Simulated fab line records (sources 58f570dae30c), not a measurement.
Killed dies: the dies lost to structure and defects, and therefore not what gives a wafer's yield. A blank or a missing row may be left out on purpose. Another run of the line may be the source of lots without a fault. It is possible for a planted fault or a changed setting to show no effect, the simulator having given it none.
fab line records	flow berkeleyCmos170
[record] lots = 15	wafers = 45	lastDay = 12
route steps=331 shown NLDD@164 NSD@192 BACKSIDE@202 CONTACT@222
lots that met no fault: from a run of the same line without faults
startH: the number of hours between the record's first day and the start of the first shown wafer of the lot	waitH: time in hours since the lot's previous step	" same as the row above	L1.1+2: a single row standing in for several wafers	- no value, or no start given	* or withheld: withheld	< > ~ a bound
route shown NAME@n: NAME is a module with steps in the file, n the number in the route of the first one	usual: mean/standard deviation of fault-free wafers	same: alike in all rows	chamber/n: place in a boat	sites: each site's reading	_std_site: standard deviation of those values	_edge_site: outer sites' mean less inner sites'	radiusMm: how far each site lies from the wafer's centre	mask NAME#n: copy n	behind: the last tool/chamber to shape the wafer	hold: why the lot was held/for how many hours/how that ended	device: names the non-switching transistor (n, p or np)	end of line: at the end of the route, the tests of the same wafers	where a step has no rows: the recipe by itself	killed: the dies lost at the first sort to structure and to defects; this is not the yield of the wafer	map: a wafer's dies, marking killed ones x, the rest . and places with no die _
set.NAME: the setting that was run; set.NAME@STEP: the one run at that earlier step	model.NAME: the simulator's own value behind a step, which no gauge read
the route's steps for a sample of lots (tables are steps, rows are wafers)
services: from which hour (startH, from the record's first day; less than 0 if before it) a tool's chamber was out of use, for how many hours, and why
[[steps]]
[step UCB170_NLDD_CD_MEAS_06]
[recipe] targetCdNm = 1200
[usual] cdNm = 1200.0/1.2
lot.wafer	tool	chamber	startH	waitH	cdNm
L162.2	cdSem-01	-	122.91	-	1200.8
L162.4	"	-	"	"	1201.4
L162.6	"	-	"	"	1201.5
L164.2	cdSem-01	-	123.51	-	1199.8
L164.3	"	-	"	"	1200.1
L164.5	"	-	"	"	1200.4
L163.2	cdSem-02	-	124.23	-	1200.4
L163.3	"	-	"	"	1199.7
L163.5	"	-	"	"	1200.0
L166.1	cdSem-02	-	138.51	-	1199.2
L166.2	"	-	"	"	1198.2
L166.3	"	-	"	"	1198.8
L165.2	cdSem-01	-	138.79	-	1201.4
L165.4	"	-	"	"	1200.9
L165.6	"	-	"	"	1201.3
L167.1	cdSem-02	-	152.00	-	1200.5
L167.2	"	-	"	"	1201.1
L167.5	"	-	"	"	1201.3
L170.1	cdSem-01	-	177.86	-	1197.0
L170.4	"	-	"	"	1197.2
L170.6	"	-	"	"	1198.0
L172.1	cdSem-02	-	178.13	-	1200.9
L172.3	"	-	"	"	1200.9
L172.6	"	-	"	"	1200.9
L171.1	cdSem-01	-	178.34	-	1196.4
L171.3	"	-	"	"	1197.0
L171.5	"	-	"	"	1197.4
L174.1	cdSem-01	-	186.57	-	1199.1
L174.2	"	-	"	"	1199.2
L174.5	"	-	"	"	1198.1
L176.3	cdSem-02	-	194.66	-	1200.6
L176.4	"	-	"	"	1201.3
L176.5	"	-	"	"	1200.5
L179.2	cdSem-01	-	213.23	-	1202.3
L179.3	"	-	"	"	1201.2
L179.6	"	-	"	"	1201.0
L182.2	cdSem-02	-	228.86	-	1198.3
L182.3	"	-	"	"	1197.7
L182.6	"	-	"	"	1198.7
L181.2	cdSem-02	-	229.14	-	1200.1
L181.3	"	-	"	"	1201.1
L181.6	"	-	"	"	1200.0
L183.2	cdSem-02	-	239.46	-	1201.5
L183.3	"	-	"	"	1201.4
L183.6	"	-	"	"	1200.9
[step UCB170_NSD_DEVELOP_05]
[recipe] developer = TMAH	developTimeS = 45	resist = KrF	devTempC = 21
[usual] chillPlateTempC = 23.00/0.12	developTimeS = 45/0
lot.wafer	tool	chamber	startH	waitH	chillPlateTempC	developTimeS
L162.2	lithoTrack-01	0	130	-	22.99	45
L162.4	"	0	"	"	23.20	45
L162.6	"	0	"	"	23.12	45
L164.2	lithoTrack-02	0	131	-	22.95	45
L164.3	"	0	"	"	22.71	45
L164.5	"	0	"	"	23.02	45
L163.2	lithoTrack-01	0	131	-	23.02	45
L163.3	"	0	"	"	23.10	45
L163.5	"	0	"	"	22.99	45
L166.1	lithoTrack-03	0	147	-	22.89	45
L166.2	"	0	"	"	22.87	45
L166.3	"	0	148	-	22.88	45
L165.2	lithoTrack-02	0	148	-	23.08	45
L165.4	"	0	"	"	23.01	45
L165.6	"	0	"	"	22.94	45
L167.1	lithoTrack-03	0	160	-	22.81	45
L167.2	"	0	"	"	22.85	45
L167.5	"	0	"	"	22.97	45
L170.1	lithoTrack-02	0	186	-	22.96	45
L170.4	"	0	"	"	23.00	45
L170.6	"	0	"	"	22.98	45
L172.1	lithoTrack-03	0	186	-	22.86	45
L172.3	"	0	"	"	22.72	45
L172.6	"	0	"	"	22.74	45
L171.1	lithoTrack-02	0	186	-	22.96	45
L171.3	"	0	"	"	23.05	45
L171.5	"	0	"	"	23.06	45
L174.1	lithoTrack-01	0	194	-	23.06	45
L174.2	"	0	"	"	22.87	45
L174.5	"	0	"	"	23.01	45
L176.3	lithoTrack-03	0	204	-	22.91	45
L176.4	"	0	"	"	23.02	45
L176.5	"	0	"	"	23.02	45
L179.2	lithoTrack-01	0	224	-	23.19	45
L179.3	"	0	"	"	23.18	45
L179.6	"	0	"	"	23.12	45
L182.2	lithoTrack-01	-	238	-	-	-
L182.3	"	-	"	"	-	-
L182.6	"	-	"	"	-	-
L181.2	lithoTrack-02	-	238	-	-	-
L181.3	"	-	"	"	-	-
L181.6	"	-	239	-	-	-
L183.2	lithoTrack-02	-	248	-	-	-
L183.3	"	-	"	"	-	-
L183.6	"	-	"	"	-	-
[step UCB170_BACKSIDE_STRIP_03]
[recipe] chemistry = O2	powerW = 400	pressureMtorr = 3500	platenTempC = withheld	o2FlowSccm = 400	overashFraction = 0.5
[usual] drypumpMotorCurrentA = 5.7/0.42	o2FlowSccm = 400.1/1.1	oesProductAu = 0.734/0.0046	stripTimeToEndpointS = 21.96/0.066
lot.wafer	tool	chamber	startH	waitH	drypumpMotorCurrentA	o2FlowSccm	oesProductAu	rfHoursCounterH	stripTimeToEndpointS
L162.2	plasmaAsher-02	1	131.78	0.1	5.8	399.8	0.735	49	22.06
L162.4	"	1	"	"	5.8	399.3	0.730	-	22.02
L162.6	"	0	"	"	6.5	397.3	0.736	-	21.95
L164.2	plasmaAsher-01	0	132.37	0.1	5.5	400.7	0.733	1	21.83
L164.3	"	0	"	"	5.5	399.1	0.733	-	21.89
L164.5	"	0	"	"	5.5	398.8	0.730	-	21.83
L163.2	plasmaAsher-03	0	132.89	0.1	5.6	400.2	0.730	36	21.96
L163.3	"	0	"	"	5.6	400.6	0.736	-	22.00
L163.5	"	0	"	"	5.6	400.1	0.734	-	21.94
L166.1	plasmaAsher-01	0	149.34	0.1	5.5	400.8	0.730	3	21.92
L166.2	"	1	"	"	5.2	400.2	0.746	3	21.97
L166.3	"	0	"	"	5.5	400.8	0.730	-	21.98
L165.2	plasmaAsher-03	0	149.41	0.1	5.6	400.9	0.734	38	21.99
L165.4	"	0	"	"	5.6	400.8	0.741	-	21.98
L165.6	"	1	"	"	5.5	400.7	0.737	-	22.00
L167.1	plasmaAsher-02	0	161.85	0.1	6.5	401.7	0.734	53	21.85
L167.2	"	1	"	"	5.8	399.6	0.742	53	21.86
L167.5	"	0	"	"	6.5	400.9	0.732	-	21.83
L170.1	plasmaAsher-03	0	187.54	0.1	5.6	398.8	0.732	42	22.08
L170.4	"	0	"	"	5.6	399.2	0.734	-	21.98
L170.6	"	0	"	"	5.6	399.9	0.736	-	22.07
L171.1	plasmaAsher-01	0	187.89	0.1	5.5	399.2	0.742	6	22.04
L171.3	"	1	"	"	5.2	401.2	0.730	-	22.03
L171.5	"	0	"	"	5.5	399.4	0.736	-	22.12
L172.1	plasmaAsher-02	1	187.89	0.1	5.8	398.9	0.733	55	21.95
L172.3	"	0	"	"	6.5	401.0	0.731	-	21.93
L172.6	"	0	"	"	6.5	398.4	0.735	-	21.98
L174.1	plasmaAsher-02	1	196.10	0.1	5.8	400.2	0.729	56	22.01
L174.2	"	0	"	"	6.5	401.0	0.731	56	21.99
L174.5	"	1	"	"	5.8	400.1	0.729	-	21.89
L176.3	plasmaAsher-03	0	205.77	0.1	5.6	400.5	0.742	-	21.86
L176.4	"	1	"	"	5.5	399.7	0.733	-	21.89
L176.5	"	1	"	"	5.5	399.4	0.732	-	21.93
L179.2	plasmaAsher-01	1	225.58	0.1	5.2	399.0	0.734	10	21.92
L179.3	"	1	"	"	5.2	401.8	0.738	-	22.03
L179.6	"	1	"	"	5.2	399.5	0.733	-	21.93
L182.2	plasmaAsher-01	0	240.22	0.1	5.4	400.6	0.737	12	22.02
L182.3	"	1	"	"	5.2	400.7	0.742	-	22.00
L182.6	"	0	"	"	5.5	400.7	0.743	-	21.97
L181.2	plasmaAsher-03	1	240.39	0.1	5.5	400.6	0.739	48	21.89
L181.3	"	0	"	"	5.6	401.2	0.738	-	21.91
L181.6	"	0	"	"	5.6	400.9	0.743	-	21.89
L183.2	plasmaAsher-02	0	250.05	0.1	6.5	400.6	0.728	62	22.11
L183.3	"	1	"	"	5.8	400.7	0.734	-	22.05
L183.6	"	1	"	"	5.8	401.7	0.738	-	21.99
[step UCB170_CONTACT_STRIP_06]
[recipe] chemistry = O2	powerW = 400	pressureMtorr = 3500	platenTempC = withheld	o2FlowSccm = 400	overashFraction = 0.5
[usual] drypumpMotorCurrentA = 5.8/0.4	o2FlowSccm = 400.0/1.1	oesProductAu = 0.735/0.0045	stripTimeToEndpointS = 21.97/0.063
lot.wafer	tool	chamber	startH	waitH	drypumpMotorCurrentA	o2FlowSccm	oesProductAu	rfHoursCounterH	stripTimeToEndpointS
L162.2	plasmaAsher-04	1	137.41	0.1	5.5	400.5	0.734	39	21.92
L162.4	"	0	"	"	5.4	400.7	0.734	-	21.93
L162.6	"	1	"	"	5.5	398.6	0.735	-	21.96
L164.2	plasmaAsher-03	0	137.41	0.1	5.6	399.4	0.726	37	21.99
L164.3	"	0	"	"	5.7	398.9	0.732	-	21.91
L164.5	"	1	"	"	5.5	399.3	0.739	-	21.93
L163.2	plasmaAsher-02	0	139.21	0.1	6.5	399.6	0.727	50	21.88
L163.3	"	0	"	"	6.5	399.3	0.728	-	21.91
L163.5	"	0	"	"	6.5	398.4	0.730	-	21.95
L166.1	plasmaAsher-02	0	153.22	0.1	6.5	399.3	0.730	51	21.99
L166.2	"	1	"	"	5.8	401.2	0.733	51	21.99
L166.3	"	0	"	"	6.5	398.5	0.731	-	21.99
L165.2	plasmaAsher-04	1	154.98	0.1	5.5	399.0	0.738	40	21.90
L165.4	"	0	"	"	5.4	401.3	0.741	-	21.90
L165.6	"	0	"	"	5.4	401.6	0.730	-	21.91
L167.1	plasmaAsher-04	0	167.32	0.1	5.4	399.9	0.738	41	21.95
L167.2	"	1	"	"	5.5	401.3	0.735	41	21.95
L167.5	"	1	"	"	5.5	400.0	0.739	-	21.98
L170.1	plasmaAsher-04	1	192.99	0.1	5.5	399.7	0.730	44	21.96
L170.4	"	1	"	"	5.5	400.3	0.739	-	21.98
L170.6	"	1	"	"	5.5	400.7	0.728	-	21.97
L171.1	plasmaAsher-02	0	192.99	0.1	6.5	400.3	0.736	55	21.94
L171.3	"	1	"	"	5.7	399.6	0.734	-	22.02
L171.5	"	1	"	"	5.7	398.5	0.742	-	22.01
L172.1	plasmaAsher-03	0	193.42	0.1	5.6	400.9	0.733	43	22.02
L172.3	"	1	"	"	5.5	402.4	0.737	-	22.01
L172.6	"	0	"	"	5.6	402.3	0.732	-	22.01
L174.1	plasmaAsher-03	0	201.63	0.1	5.6	402.1	0.737	43	21.98
L174.2	"	1	"	"	5.6	400.3	0.726	43	21.92
L174.5	"	0	"	"	5.6	399.4	0.731	-	22.01
L176.3	plasmaAsher-02	0	211.81	0.1	6.5	399.8	0.734	-	22.00
L176.4	"	1	"	"	5.8	398.5	0.730	-	22.02
L176.5	"	1	"	"	5.8	399.8	0.733	-	22.03
L179.2	plasmaAsher-03	1	229.76	0.1	5.5	398.5	0.740	47	22.12
L179.3	"	1	"	"	5.5	400.0	0.731	-	22.03
L179.6	"	0	"	"	5.7	401.8	0.740	-	21.99
L181.2	plasmaAsher-04	1	244.16	0.1	5.5	400.9	0.740	49	22.00
L181.3	"	0	"	"	5.3	399.8	0.737	-	22.03
L181.6	"	1	"	"	5.5	400.1	0.731	-	22.02
L182.2	plasmaAsher-03	0	245.53	0.1	5.7	397.7	0.734	48	21.99
L182.3	"	1	"	"	5.5	400.4	0.734	-	22.07
L182.6	"	0	"	"	5.6	398.5	0.736	-	22.03
L183.2	plasmaAsher-02	0	254.06	0.1	6.5	400.0	0.737	62	21.95
L183.3	"	1	"	"	5.8	401.1	0.740	-	22.00
L183.6	"	0	"	"	6.5	400.6	0.736	-	21.91
[[services]]
tool	chamber	startH	hours	kind
plasmaAsher-01	-	108.75	9.0	pm
plasmaAsher-01	0	108.75	9.0	ventCycle
plasmaAsher-01	1	108.75	9.0	ventCycle
plasmaAsher-01	0	117.75	-	clean
plasmaAsher-01	1	117.75	-	clean
plasmaAsher-01	-	160.74	2.9	repair
plasmaAsher-01	-	182.52	1.3	repair
plasmaAsher-04	-	246.77	4.5	repair
[[key]]
[firstSign] step = UCB170_NSD_DEVELOP_05	reading = toolRecord	direction = missing
effect none on later readings
metAt UCB170_NSD_DEVELOP_05
struckLots L181,L182,L183
sortLeftOut L181.2,L181.3,L181.6,L182.2,L182.3,L182.6,L183.2,L183.3,L183.6
testerLeftOut L181,L182,L183
notActingAt UCB170_NLDD_CD_MEAS_06,UCB170_BACKSIDE_STRIP_03,UCB170_CONTACT_STRIP_06
onsetBetween 224 238
[fault] kind = skippedStepWhole	tool = lithoTrack-01,lithoTrack-02	chamber = -	onsetH = 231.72	steps = UCB170_NSD_DEVELOP_05	scope = struckLotsOnly
// testerLeftOut: of these lots the tester's yield and bins aren't shown, on N5 and GAA mostly nor the transistor test; their killed dies are dies lost to structure and defects alone, not to doping, threshold or leakage, so they don't give the yield
// sortLeftOut: the simulated sort isn't trusted on such a fault, so these wafers' sort isn't shown, and their yield isn't known
